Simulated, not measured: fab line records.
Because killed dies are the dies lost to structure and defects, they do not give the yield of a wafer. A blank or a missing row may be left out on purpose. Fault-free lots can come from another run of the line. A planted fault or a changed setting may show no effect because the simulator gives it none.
Which tool did it? ; flow rit cmos ; 7 lots (21 wafers sampled), 1 step of a 202-step route

## WHAT THE GAUGES READ, wafer by wafer
RIT_PWELL_OVL_MEAS_06.
lot;measured;on;PWELL_OVL (nm)
L985;day 2 03:04;overlay-01;-0.9 -1.5 -1.2
L988;day 2 20:41;overlay-01;1.5 0.8 -0.1
L992;day 3 15:32;overlay-01;-1.2 -0.3 -0.4
L994;day 4 00:24;overlay-02;0.5 -0.1 0.0
L101;day 5 13:43;overlay-01;1.1 -1.0 1.7
L105;day 6 13:43;overlay-01;0.6 1.6 2.7
L107;day 7 01:58;overlay-01;-0.4 -1.7 -1.2

## WHICH TOOL RAN EACH LOT (tool, then ch and the chambers of the sampled wafers, then the start)
Record: no process step prior to these readings.

## THE ANSWER, worked out from the rows above alone
Rule: what is usual is taken from the lots themselves. Put in order of their means at a reading, lots are off if they are a third of the lots or fewer, leave a main group of 4 or more, and stand apart from it by a gap of 3 or more times the standard deviation of the main group's means; of several such gaps the widest counts. If all means in a main group match to the digits the tables above print for the reading, that group is not used. A lot without any number at a reading at which 4 lots or more have one is off too. The other lots that the step has rows for count as sound.
Nothing can be told from this: no lot is off at any reading shown.

## WHAT HAD BEEN PUT IN BY THE SIMULATOR
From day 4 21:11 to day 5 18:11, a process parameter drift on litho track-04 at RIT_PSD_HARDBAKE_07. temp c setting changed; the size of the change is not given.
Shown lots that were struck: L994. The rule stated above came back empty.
